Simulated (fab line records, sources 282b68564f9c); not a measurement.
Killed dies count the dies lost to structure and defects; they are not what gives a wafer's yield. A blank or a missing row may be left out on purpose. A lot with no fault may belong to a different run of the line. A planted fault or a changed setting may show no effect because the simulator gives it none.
Struck lot and sound lot, side by side || flow ritCmos || 17 steps out of a route of 202
Sound: wafers L643.1, L643.2, L643.5. Wafers L646.1, L646.2, L646.5 were the ones struck. Last of all comes the cause.
At each step with rows: each side's tool, then ch and its chambers, then its first start. Under that, the readings that differ: sound wafers || struck wafers || difference of the means || sigmas: that difference in standard deviations of wafers without a fault.
alike: readings whose means differ by less than 2 such deviations, and words and numbers that are the same on both sides. not compared: withheld readings, readings that some wafer has no value for, bounds like >300 that may hide the same value, and numbers for which the record gives no deviation and whose values overlap.
The two part at a step that has a row with sigmas, a row that says differs or no value, or rows on one side only. Non-overlapping numbers with no deviation appear without sigmas and do not part them. A reading that every wafer of one side lacks parts them only if that side has two wafers or more.

RIT_PWELL_TW_MEAS_10:
  sound: filmMetro-04 at day 4 12:41; struck: filmMetro-04 at day 5 04:06
  alike: PWELL_TW
then, 1 step without rows for these wafers: RIT_WELLDRIVE_ANNEAL_00 (time 14700 s).
RIT_WELLDRIVE_RS_MEAS_01: the measuring method here is four-point-probe.
  sound: filmMetro-02 at day 4 18:45; struck: filmMetro-03 at day 5 10:21
{"reading": "NWELL_RS (ohm/sq)", "sound": "275.0 273.7 274.8", "struck": "276.3 275.9 276.0", "difference": "+1.6", "sigmas": "+2"}
RIT_WELLDRIVE_RS_MEAS_02: the measuring method here is four-point-probe.
  sound: filmMetro-02 at day 4 18:52; struck: filmMetro-03 at day 5 10:28
  alike: PWELL_RS
then, 6 steps without rows for these wafers: RIT_NRETRO_HMDS_00 (prime time 60 s); RIT_NRETRO_COAT_01 (resist thk 1300 nm); RIT_NRETRO_SOFTBAKE_02 (time 60 s); RIT_NRETRO_EXPOSE_03 (exposes mask M4, target cd 43900 nm); RIT_NRETRO_PEB_04; RIT_NRETRO_DEVELOP_05 (develop time 68 s).
RIT_NRETRO_OVL_MEAS_06:
  sound: overlay-01 at day 4 20:02; struck: overlay-02 at day 5 11:35
  alike: NRETRO_OVL
then, 1 step without rows for these wafers: RIT_NRETRO_HARDBAKE_07 (time 120 s).
RIT_NRETRO_IMPLANT_08:
  sound on implanter-03 ch 0, day 4 20:19; struck on implanter-02 ch 0, day 5 11:52
{"reading": "beamEnergyKeV", "sound": "69.977 69.931 69.993", "struck": "79.108 79.117 79.098", "difference": "+9.141", "sigmas": "+99 or more"}
{"reading": "model.implant.rpNm (nm)", "sound": "87.44 87.44 87.44", "struck": "97.8 97.8 97.8", "difference": "+10.4", "sigmas": ""}
{"reading": "model.implant.drpNm (nm)", "sound": "33.94 33.94 33.94", "struck": "37.58 37.58 37.58", "difference": "+3.64", "sigmas": ""}
  alike: beamOnS, faradayCurrentUA
RIT_NRETRO_STRIP_09: strips in O2, time 180 s.
  sound on plasmaAsher-04 ch 0,1, day 4 20:28; struck on plasmaAsher-01 ch 0,1, day 5 12:01
  alike: drypumpMotorCurrentA
  not compared: rfHoursCounterH
RIT_NRETRO_TW_MEAS_10:
  sound: filmMetro-02 at day 4 20:38; struck: filmMetro-01 at day 5 12:11
{"reading": "NRETRO_TW", "sound": "1046 1049 1047", "struck": "1091 1098 1095", "difference": "+47", "sigmas": "+3"}
then, 1 step without rows for these wafers: RIT_PRETRO_HMDS_00 (prime time 60 s).
RIT_M1_PROBE_99:
  sound: prober-02 at day 6 02:44; struck: prober-01 at day 6 18:12
{"reading": "model.etest.capPGate.cMinFfUm2", "sound": "2.307 2.308 2.315", "struck": "2.26 2.276 2.274", "difference": -0.04, "sigmas": ""}
{"reading": "model.etest.pmos_0p15.vtLongV (V)", "sound": "-0.5682 -0.5714 -0.5788", "struck": "-0.5423 -0.5436 -0.5463", "difference": "+0.0287", "sigmas": ""}
{"reading": "model.etest.pmosNarrow.vtV (V)", "sound": "-0.4844 -0.4905 -0.498", "struck": "-0.4622 -0.462 -0.4647", "difference": "+0.0280", "sigmas": ""}
{"reading": "model.etest.pmos_0p3.vtV (V)", "sound": "-0.5098 -0.5124 -0.5208", "struck": "-0.4848 -0.4889 -0.4893", "difference": "+0.0267", "sigmas": ""}
{"reading": "model.etest.pmos_0p3.vtSatV (V)", "sound": "-0.4889 -0.4906 -0.4972", "struck": "-0.4619 -0.4634 -0.4654", "difference": "+0.0287", "sigmas": ""}
  alike: killed_at_M0_to_M3, killedAtContacts, killedAtFrontEnd, killedDies, killedOpen, killedShort

WHERE THEY PART
Earliest at RIT_WELLDRIVE_RS_MEAS_01; latest, in this record, at RIT_NRETRO_TW_MEAS_10. Later steps at which nothing parts them and some readings are alike: RIT_M1_PROBE_99.

WHY: whatever the simulator had introduced
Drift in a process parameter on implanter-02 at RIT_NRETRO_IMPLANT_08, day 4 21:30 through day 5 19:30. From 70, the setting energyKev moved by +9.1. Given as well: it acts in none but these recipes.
